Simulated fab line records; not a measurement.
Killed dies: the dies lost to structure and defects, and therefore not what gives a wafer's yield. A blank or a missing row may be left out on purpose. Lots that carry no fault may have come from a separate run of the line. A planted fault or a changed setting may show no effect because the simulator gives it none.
A struck lot beside a sound one    flow berkeley-cmos170    43 out of 331 route steps
Sound: the wafers L104.2, L104.3, L104.6. Wafers L112.1, L112.3, L112.4 were the ones struck. The cause is given at the end.
At each step with rows: each side's tool, then ch and its chambers, then its first start. Under that, the readings that differ: sound wafers    struck wafers    difference of the means    sigmas: that difference in standard deviations of wafers without a fault.
alike: readings whose means differ by less than 2 such deviations, and words and numbers that are the same on both sides. not compared: withheld readings, readings that some wafer has no value for, bounds like >300 that may hide the same value, and numbers for which the record gives no deviation and whose values overlap.
The two part at a step that has a row with sigmas, a row that says differs or no value, or rows on one side only. When numbers do not overlap yet have no deviation, they are printed without sigmas and do not part them. A reading that every wafer of one side lacks parts them only if that side has two wafers or more.

first, 7 steps without rows for these wafers: UCB170_PSD_CLEAN_11 (cleans in SPM, time 600 s); UCB170_NSD_HMDS_00 (prime time 60 s); UCB170_NSD_COAT_01 (resist thk 900 nm); UCB170_NSD_SOFTBAKE_02 (time 60 s); UCB170_NSD_EXPOSE_03 (exposes mask NSELECT MOD, target cd 1200 nm); UCB170_NSD_PEB_04; UCB170_NSD_DEVELOP_05 (develop time 45 s).
UCB170_NSD_CD_MEAS_06 targets a cd of 1200 nm.
  sound: cd-sem-01 at day 9 10:43; struck: cd-sem-01 at day 11 09:31
  alike: cd-nm
UCB170_NSD_OVL_MEAS_07:
  sound: overlay-02 at day 9 10:50; struck: overlay-01 at day 11 09:38
  alike: NSD_OVL
after that, 1 step had no rows for these wafers: UCB170_NSD_IMPLANT_08.
UCB170_NSD_STRIP_09: strips in O2.
  sound on plasma-asher-01 ch 0,1, day 9 11:01; struck on plasma-asher-01 ch 0,1, day 11 09:50
  alike: drypump-motor-current-A, oes-product-au, strip-time-to-endpoint-s
  not compared: rf-hours-counter-h
UCB170_NSD_TW_MEAS_10:
  sound: film-metro-04 at day 9 11:07; struck: film-metro-01 at day 11 09:56
  alike: NSD_TW
UCB170_NSD_CLEAN_11: cleans in SPM, time 600 s.
  sound on wet-bench-01 ch 0, day 9 11:10; struck on wet-bench-01 ch 2, day 11 09:59
then, 3 steps without rows for these wafers: UCB170_BACKSIDE_HMDS_00 (prime time 60 s); UCB170_BACKSIDE_COAT_01 (resist thk 900 nm); UCB170_BACKSIDE_SOFTBAKE_02 (time 60 s).
UCB170_BACKSIDE_STRIP_03: strips in O2.
  sound on plasma-asher-04 ch 0,1, day 9 11:53; struck on plasma-asher-04 ch 0,1, day 11 10:38
  alike: drypump-motor-current-A, oes-product-au, strip-time-to-endpoint-s
  not compared: rf-hours-counter-h
then, 1 step without rows for these wafers: UCB170_BACKSIDE_CLEAN_04 (cleans in SPM, time 600 s).
UCB170_SDANNEAL_RTA_00: time 10 s.
  sound on rtp-anneal-02 ch 0, day 9 12:13; struck on rtp-anneal-01 ch 0, day 11 10:59
reading             sound           struck          difference  sigmas
lamp-power-pct (%)  23.8 23.8 23.8  26.2 26.2 26.3  +2.4        +2
  alike: chamber-o2-ppm, wafer_temp_C_max
then, 1 step without rows for these wafers: UCB170_SDANNEAL_RTA_01 (time 5 s).
UCB170_SDANNEAL_RS_MEAS_02: a four-point-probe measurement.
  sound: film-metro-02 at day 9 12:21; struck: film-metro-01 at day 11 11:06
  alike: PSD_RS
UCB170_SDANNEAL_RS_MEAS_03: a four-point-probe measurement.
  sound: film-metro-02 at day 9 12:28; struck: film-metro-01 at day 11 11:13
  alike: NSD_RS
UCB170_SDANNEAL_RS_MEAS_04: a four-point-probe measurement.
  sound: film-metro-02 at day 9 12:35; struck: film-metro-01 at day 11 11:20
  alike: PLDD_RS
UCB170_SDANNEAL_RS_MEAS_05: a four-point-probe measurement.
  sound: film-metro-02 at day 9 12:43; struck: film-metro-01 at day 11 11:28
  alike: NLDD_RS
then, 2 steps without rows for these wafers: UCB170_SILICIDE_PRE_CLEAN_00 (preclean etch time 60 s); UCB170_SILICIDE_SPUTTER_01 (material Ti, target thk 30 nm, time 25 s).
UCB170_SILICIDE_RS_MEAS_02: a four-point-probe measurement.
  sound: film-metro-04 at day 9 12:56; struck: film-metro-04 at day 11 11:41
  alike: SILICIDE_TI_RS
UCB170_SILICIDE_THK_MEAS_03: measures by xrf.
  sound: film-metro-04 at day 9 13:02; struck: film-metro-04 at day 11 11:48
  alike: SILICIDE_TI_THK
UCB170_SILICIDE_RTA_04: time 15 s.
  sound on rtp-anneal-02 ch 0, day 9 13:06; struck on rtp-anneal-02 ch 0, day 11 11:52
  alike: chamber-o2-ppm, lamp-power-pct, wafer_temp_C_max
then, 3 steps without rows for these wafers: UCB170_SILICIDE_WET_ETCH_05 (etches Ti in SPM, time 45 s); UCB170_CONTACT_CLEAN_00 (cleans in SPM, time 600 s); UCB170_CONTACT_CVD_01 (deposits PSG from SiH4/O2/PH3, target thk 700 nm, time 2820 s).
UCB170_CONTACT_THK_MEAS_02:
  sound: film-metro-04 at day 9 15:46; struck: film-metro-02 at day 11 13:56
  alike: CONTACT_PSG_THK
then, 5 steps without rows for these wafers: UCB170_CONTACT_HMDS_03 (prime time 60 s); UCB170_CONTACT_COAT_04 (resist thk 900 nm); UCB170_CONTACT_SOFTBAKE_05 (time 60 s); UCB170_CONTACT_STRIP_06 (strips in O2); UCB170_CONTACT_CLEAN_07 (cleans in SPM, time 600 s).
UCB170_CONTACT_RTA_08: time 10 s.
  sound on rtp-anneal-02 ch 0, day 9 16:57; struck on rtp-anneal-01 ch 0, day 11 14:55
reading             sound           struck          difference  sigmas
lamp-power-pct (%)  23.8 23.8 23.9  26.2 26.3 26.2  +2.4        +2
  alike: chamber-o2-ppm, wafer_temp_C_max
then, 3 steps without rows for these wafers: UCB170_CONTACT_COAT_09; UCB170_CONTACT_COAT_10 (resist thk 900 nm); UCB170_CONTACT_SOFTBAKE_11 (time 60 s).
UCB170_M3_PROBE_99:
  the record has rows for the struck wafers here (prober-02, day 12 11:25) and none for the sound ones

WHERE THEY PART
Earliest at UCB170_SDANNEAL_RTA_00; latest, in this record, at UCB170_M3_PROBE_99.

WHY: what had been put in by the simulator
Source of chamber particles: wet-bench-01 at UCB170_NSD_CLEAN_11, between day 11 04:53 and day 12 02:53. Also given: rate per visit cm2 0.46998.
